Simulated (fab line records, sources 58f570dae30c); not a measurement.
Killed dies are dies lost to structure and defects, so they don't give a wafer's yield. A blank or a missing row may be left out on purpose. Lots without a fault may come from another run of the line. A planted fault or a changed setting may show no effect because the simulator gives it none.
Which tool did it? | flow berkeley_cmos170 | 13 lots, 39 wafers sampled, at 3 steps of a route of 331

WHAT THE GAUGES READ, wafer by wafer
UCB170_M1_OVL_MEAS_10.
lot  | measured     | on         | M1_OVL (nm)
L795 | day 7 14:07  | overlay-02 | -4 -6 0
L796 | day 7 15:57  | overlay-01 | -5 -1 -16
L798 | day 8 12:33  | overlay-02 | 3 -2 0
L797 | day 8 12:47  | overlay-01 | -4 0 1
L799 | day 8 19:59  | overlay-01 | 10 10 -1
L800 | day 8 20:42  | overlay-02 | -3 4 -3
L803 | day 9 16:37  | overlay-02 | 6 6 5
L804 | day 9 16:41  | overlay-01 | 11 12 5
L813 | day 11 06:52 | overlay-02 | -11 -8 -6
L811 | day 11 07:47 | overlay-02 | 4 6 -1
L810 | day 11 08:07 | overlay-01 | 2 11 2
L817 | day 12 08:15 | overlay-01 | -3 -1 -4
L816 | day 12 08:49 | overlay-02 | -1 1 14

UCB170_V1_THK_MEAS_04.
lot  | measured     | on            | V1_POLISHED_THK (nm)
L795 | day 7 16:31  | film_metro-02 | 1000.5 1001.2 1000.2
L796 | day 7 18:21  | film_metro-01 | 997.9 1000.0 998.9
L798 | day 8 14:58  | film_metro-02 | 1002.7 999.9 1000.0
L797 | day 8 16:17  | film_metro-01 | 1000.6 999.9 998.7
L799 | day 8 22:29  | film_metro-01 | 1001.2 999.6 998.2
L800 | day 8 23:43  | film_metro-02 | 1000.6 1000.7 998.9
L803 | day 9 19:41  | film_metro-03 | 1000.3 1000.3 1000.9
L804 | day 9 19:57  | film_metro-02 | 1002.8 1000.8 1000.0
L813 | day 11 09:16 | film_metro-03 | 999.8 999.5 1000.0
L811 | day 11 10:36 | film_metro-02 | 1000.0 1000.5 999.6
L810 | day 11 10:53 | film_metro-03 | 1001.8 1000.3 999.0
L817 | day 12 10:39 | film_metro-01 | 1002.4 1002.6 1003.5
L816 | day 12 11:59 | film_metro-01 | 998.8 1000.7 1000.0

WHICH TOOL RAN EACH LOT (tool, then ch and the chambers of the sampled wafers, then the start)
lot  | UCB170_M1_METAL_ETCH_12
L795 | rie_metal-04 ch 0,1, day 7 14:11
L796 | rie_metal-02 ch 0,1, day 7 16:02
L798 | rie_metal-04 ch 0,1, day 8 12:40
L797 | rie_metal-02 ch 0,1, day 8 12:51
L799 | rie_metal-03 ch 0,1, day 8 20:06
L800 | rie_metal-04 ch 0,1, day 8 20:47
L803 | rie_metal-03 ch 0,1, day 9 16:43
L804 | rie_metal-04 ch 0,1, day 9 16:46
L813 | rie_metal-04 ch 0,1, day 11 06:56
L811 | rie_metal-03 ch 0,1, day 11 07:52
L810 | rie_metal-04 ch 0,1, day 11 08:11
L817 | rie_metal-03 ch 0,1, day 12 08:20
L816 | rie_metal-02 ch 0, day 12 08:53
- UCB170_M1_METAL_ETCH_12: etches Al in Cl2/BCl3, stops on PSG, target depth 780 nm, time 130 s.

WHAT THE TOOLS THEMSELVES READ (means of the sampled wafers that have a number; where no wafer has one, the mark that the record gives instead)
UCB170_M1_METAL_ETCH_12.
lot  | tool         | drypump_motor_current_A (A) | oes_product_au (a.u.) | throttle_valve_pct (%)
L795 | rie_metal-04 | 5.3                         | 0.865                 | 24.15
L796 | rie_metal-02 | 5.8                         | 0.863                 | 24.42
L798 | rie_metal-04 | 5.6                         | 0.875                 | 24.09
L797 | rie_metal-02 | 5.8                         | 0.864                 | 24.42
L799 | rie_metal-03 | 5.6                         | 0.857                 | 24.69
L800 | rie_metal-04 | 5.2                         | 0.868                 | 24.15
L803 | rie_metal-03 | 6.1                         | 0.863                 | 24.59
L804 | rie_metal-04 | 5.6                         | 0.864                 | 24.09
L813 | rie_metal-04 | 5.3                         | 0.863                 | 24.15
L811 | rie_metal-03 | 5.6                         | 0.858                 | 24.68
L810 | rie_metal-04 | 5.6                         | 0.864                 | 24.09
L817 | rie_metal-03 | 5.6                         | 0.848                 | 24.70
L816 | rie_metal-02 | 5.4                         | 0.859                 | 24.41

THE ANSWER, worked out from the rows above alone
Rule: what is usual is taken from the lots themselves. Put in order of their means at a reading, lots are off if they are a third of the lots or fewer, leave a main group of 4 or more, and stand apart from it by a gap of 3 or more times the standard deviation of the main group's means; of several such gaps the widest counts. A main group whose means are all the same, to the digits that the tables above print for the reading, isn't used. A lot without any number at a reading at which 4 lots or more have one is off too. The other lots that the step has rows for count as sound. The gauges are gone through in route order, then the tools' own readings, and for those a lot's mean is taken as printed above. The first step at which some lot is off is used, and at that step the reading that is off furthest; a lot without a number counts as furthest.
No lot is off at any reading shown: from this, nothing can be told.

WHAT THE SIMULATOR HAD PUT IN
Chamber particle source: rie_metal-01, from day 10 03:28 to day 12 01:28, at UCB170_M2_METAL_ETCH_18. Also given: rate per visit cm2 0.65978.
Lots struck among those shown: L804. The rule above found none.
